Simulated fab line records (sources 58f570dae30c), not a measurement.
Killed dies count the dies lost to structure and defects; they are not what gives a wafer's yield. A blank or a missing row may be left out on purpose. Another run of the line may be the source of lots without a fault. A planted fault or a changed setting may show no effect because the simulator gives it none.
fab line records | flow berkeleyCmos170
record: lots: 5 wafers: 15 lastDay: 12
route steps=331 shown PSD@179 NSD@187
lots untouched by any fault: they come from a run of this same line in which no faults occurred
startH: the number of hours between the record's first day and the start of the first shown wafer of the lot | waitH: hours from the lot's prior step to this one | " identical to the entry in the row above | L1.1+2: a single row standing in for several wafers | - no value, or no start given | * or withheld: withheld | < > ~ a bound
route shown NAME@n: NAME is a module with steps in the file, n the number in the route of the first one | usual: mean and standard deviation over wafers with no fault | same: alike in all rows | chamber/n: place in a boat | sites: per-site readings | _std_site: the values' standard deviation | _edge_site: inner sites' mean taken away from outer sites' mean | radiusMm: how far each site lies from the wafer's centre | mask NAME#n: copy n | behind: tool/chamber where the wafer was last shaped | hold: why the lot went on hold/how many hours it stayed there/how the hold came to an end | device: whichever transistor did not switch (one of n, p or np) | end of line: the route-end tests of the same wafers | where a step has no rows: the recipe by itself | killed: dies lost to structure and defects at the first sort, not the wafer's yield | map: the dies of a wafer, with x for killed, . for not killed, _ for no die there
set.NAME: the setting as run; set.NAME@STEP: as run at that earlier step | model.NAME: the simulator's own value behind a step, which no gauge read
lots at some steps of the route; a table a step, a row a wafer
services: when a tool's chamber went out of use (startH, in hours from the record's first day, below 0 if earlier), for how many hours, and the reason
== steps ==
step: UCB170_PSD_PEB_04
recipe: pebTempC: 130 pebTimeS: withheld resist: KrF
usual: chillPlateTempC: 23.00/0.095
columns lot.wafer tool chamber startH waitH chillPlateTempC
L076.1 lithoTrack-03 0 177.53 0.2 22.99
L076.5 " 0 " " 23.02
L076.6 " 0 " " 23.01
L079.1 lithoTrack-04 0 186.57 0.4 22.99
L079.2 " 0 " " 23.08
L079.5 " 0 " " 22.97
L085.1 lithoTrack-01 0 217.50 0.1 23.06
L085.2 " 0 " " 23.07
L085.5 " 0 " " 23.02
L084.3 lithoTrack-01 0 218.02 0.1 22.89
L084.4 " 0 " " 22.90
L084.6 " 0 " " 22.94
L095.1 lithoTrack-04 0 265.72 0.3 23.15
L095.4 " 0 " " 23.12
L095.6 " 0 " " 23.06
step: UCB170_PSD_DEVELOP_05
recipe: developer: TMAH developTimeS: 45 resist: KrF devTempC: 21
usual: chillPlateTempC: 22.99/0.11
columns lot.wafer tool chamber startH waitH chillPlateTempC
L076.1 lithoTrack-03 0 - - 22.80
L076.5 " 0 " " 22.96
L076.6 " 0 " " 22.87
L079.1 lithoTrack-04 0 - - 23.13
L079.2 " 0 " " 23.10
L079.5 " 0 " " 23.29
L085.1 lithoTrack-01 0 - - 22.92
L085.2 " 0 " " 22.92
L085.5 " 0 " " 22.89
L084.3 lithoTrack-01 0 - - 22.82
L084.4 " 0 " " 22.88
L084.6 " 0 " " 22.85
L095.1 lithoTrack-04 0 - - 23.01
L095.4 " 0 " " 22.89
L095.6 " 0 " " 23.07
step: UCB170_PSD_CD_MEAS_06
recipe: targetCdNm: 1200
usual: cdNm: 1199.7/1.5
columns lot.wafer tool chamber startH waitH cdNm
L076.1 cdSem-01 - 177.81 - 1199.5
L076.5 " - " " 1200.2
L076.6 " - " " 1199.9
L079.1 cdSem-01 - 186.85 - 1197.1
L079.2 " - " " 1198.1
L079.5 " - " " 1197.6
L085.1 cdSem-02 - 217.77 - 1199.8
L085.2 " - " " 1199.4
L085.5 " - " " 1198.1
L084.3 cdSem-01 - 218.29 - 1201.1
L084.4 " - " " 1200.0
L084.6 " - " " 1200.7
L095.1 cdSem-02 - 266.00 - 1197.4
L095.4 " - " " 1196.8
L095.6 " - " " 1196.4
step: UCB170_PSD_OVL_MEAS_07
usual: PSD_OVL: 1/5.2
columns lot.wafer tool chamber startH waitH PSD_OVL[nm]
L076.1 overlay-02 - 177.93 0.1 9
L076.5 " - " " 9
L076.6 " - " " 5
L079.1 overlay-02 - 186.97 0.1 -3
L079.2 " - " " -2
L079.5 " - " " -3
L085.1 overlay-02 - 217.89 0.1 0
L085.2 " - " " 0
L085.5 " - " " 4
L084.3 overlay-02 - 218.38 0.1 -2
L084.4 " - " " -9
L084.6 " - " " -10
L095.1 overlay-02 - 266.12 0.1 1
L095.4 " - " " 2
L095.6 " - " " 2
step: UCB170_PSD_IMPLANT_08
recipe: species: B doseCm2: 3e+15 energyKev: 20 tiltDeg: 7
usual: beamEnergyKeV: 19.999/0.0059
same: implantIonAmu: 11
columns lot.wafer tool chamber startH waitH beamEnergyKeV
L076.1 implanter-02 0 177.97 0.0 19.994
L076.5 " 0 " " 20.006
L076.6 " 0 " " 19.998
L079.1 implanter-02 0 187.00 0.0 20.001
L079.2 " 0 " " 19.995
L079.5 " 0 " " 19.996
L085.1 implanter-02 0 217.93 0.0 19.992
L085.2 " 0 " " 19.993
L085.5 " 0 " " 19.995
L084.3 implanter-03 0 218.45 0.1 19.998
L084.4 " 0 " " 20.002
L084.6 " 0 " " 19.995
L095.1 implanter-01 0 266.15 0.0 19.990
L095.4 " 0 " " 19.993
L095.6 " 0 " " 19.994
step: UCB170_PSD_STRIP_09
recipe: chemistry: O2 powerW: 400 pressureMtorr: 3500 platenTempC: withheld o2FlowSccm: 400 overashFraction: 0.5
usual: drypumpMotorCurrentA: 5.4/0.55 oesProductAu: 0.600/0.0048 stripTimeToEndpointS: 29.36/0.072
columns lot.wafer tool chamber startH waitH drypumpMotorCurrentA oesProductAu rfHoursCounterH stripTimeToEndpointS
L076.1 plasmaAsher-04 1 178.12 0.1 5.0 0.605 42 29.50
L076.5 " 0 " " 5.2 0.600 - 29.49
L076.6 " 1 " " 5.0 0.598 - 29.49
L079.1 plasmaAsher-01 0 187.15 0.1 6.2 0.599 39 29.40
L079.2 " 1 " " 6.0 0.606 39 29.37
L079.5 " 1 " " 6.0 0.599 - 29.26
L085.1 plasmaAsher-04 1 218.08 0.1 5.1 0.593 46 29.37
L085.2 " 0 " " 5.2 0.595 46 29.27
L085.5 " 1 " " 5.1 0.598 - 29.23
L084.3 plasmaAsher-03 1 218.59 0.1 4.8 0.598 - 29.32
L084.4 " 0 " " 4.9 0.597 - 29.34
L084.6 " 0 " " 4.8 0.592 - 29.26
L095.1 plasmaAsher-04 1 266.30 0.1 5.0 0.603 51 29.32
L095.4 " 0 " " 5.2 0.591 - 29.42
L095.6 " 0 " " 5.2 0.598 - 29.40
step: UCB170_PSD_TW_MEAS_10
usual: PSD_TW: 2321/20
columns lot.wafer tool chamber startH waitH PSD_TW
L076.1 filmMetro-04 - 178.22 0.1 2329
L076.5 " - " " 2332
L076.6 " - " " 2323
L079.1 filmMetro-01 - 187.25 0.1 2304
L079.2 " - " " 2304
L079.5 " - " " 2303
L085.1 filmMetro-02 - 218.18 0.1 2359
L085.2 " - " " 2349
L085.5 " - " " 2338
L084.3 filmMetro-01 - 218.67 0.1 2292
L084.4 " - " " 2300
L084.6 " - " " 2286
L095.1 filmMetro-04 - 266.40 0.1 2307
L095.4 " - " " 2311
L095.6 " - " " 2325
step: UCB170_PSD_CLEAN_11
recipe: chemistry: SPM tempC: 120 timeS: 600
columns lot.wafer tool chamber startH waitH
L076.1+5+6 wetBench-02 3 178.41 0.2
L079.1+2+5 wetBench-02 3 187.31 0.1
L084.3+4+6 wetBench-01 0 221.21 2.5
L085.1+2+5 wetBench-01 3 221.21 3.0
L095.1+4+6 wetBench-04 3 269.55 3.1
step: UCB170_NSD_HMDS_00
recipe: primeTimeS: 60 primeTempC: 100
usual: chillPlateTempC: 22.98/0.1
columns lot.wafer tool chamber startH waitH chillPlateTempC
L076.1 lithoTrack-01 0 178.58 0.0 22.95
L076.5 " 0 " " 22.89
L076.6 " 0 " " 22.99
L079.1 lithoTrack-02 0 188.04 0.6 22.86
L079.2 " 0 " " 23.03
L079.5 " 0 " " 22.82
L085.1 lithoTrack-02 0 221.38 0.0 23.04
L085.2 " 0 " " 23.11
L085.5 " 0 " " 22.96
L084.3 lithoTrack-02 0 221.88 0.5 22.97
L084.4 " 0 " " 22.94
L084.6 " 0 " " 22.82
L095.1 lithoTrack-01 0 269.72 0.0 23.05
L095.4 " 0 " " 23.05
L095.6 " 0 " " 23.04
step: UCB170_NSD_COAT_01
recipe: resist: KrF spinRpm: 1500 resistThkNm: 900
usual: chillPlateTempC: 23.02/0.1
columns lot.wafer tool chamber startH waitH chillPlateTempC
L076.1 lithoTrack-01 0 178.73 0.1 22.96
L076.5 " 0 " " 22.98
L076.6 " 0 " " 22.98
L079.1 lithoTrack-02 0 188.19 0.1 23.10
L079.2 " 0 " " 23.08
L079.5 " 0 " " 23.15
L085.1 lithoTrack-02 0 221.53 0.1 22.96
L085.2 " 0 " " 23.09
L085.5 " 0 " " 22.97
L084.3 lithoTrack-02 0 222.03 0.1 23.05
L084.4 " 0 " " 22.95
L084.6 " 0 " " 23.11
L095.1 lithoTrack-01 0 269.87 0.1 22.99
L095.4 " 0 " " 23.10
L095.6 " 0 " " 22.90
step: UCB170_NSD_SOFTBAKE_02
recipe: resist: KrF tempC: 130 timeS: 60
usual: chillPlateTempC: 22.98/0.099
columns lot.wafer tool chamber startH waitH chillPlateTempC
L076.1 lithoTrack-01 0 178.88 0.1 22.94
L076.5 " 0 " " 22.93
L076.6 " 0 " " 22.89
L079.1 lithoTrack-02 0 188.34 0.1 22.85
L079.2 " 0 " " 22.97
L079.5 " 0 " " 22.76
L085.1 lithoTrack-02 0 221.68 0.1 22.98
L085.2 " 0 " " 23.01
L085.5 " 0 " " 23.00
L084.3 lithoTrack-02 0 222.18 0.1 23.00
L084.4 " 0 " " 23.04
L084.6 " 0 " " 23.04
L095.1 lithoTrack-01 0 270.02 0.1 22.88
L095.4 " 0 " " 22.92
L095.6 " 0 " " 22.95
== services ==
columns tool chamber startH hours kind
wetBench-02 - 170.18 1.6 repair
plasmaAsher-04 - 178.22 1.9 repair
wetBench-04 - 179.74 63.9 repair
implanter-03 - 186.06 4.1 repair
plasmaAsher-03 - 187.36 4.3 repair
implanter-03 - 229.85 3.4 pm
implanter-02 - 232.14 28.9 pm
plasmaAsher-03 - 245.87 2.0 repair
implanter-02 - 265.94 2.1 repair
== key ==
fault none
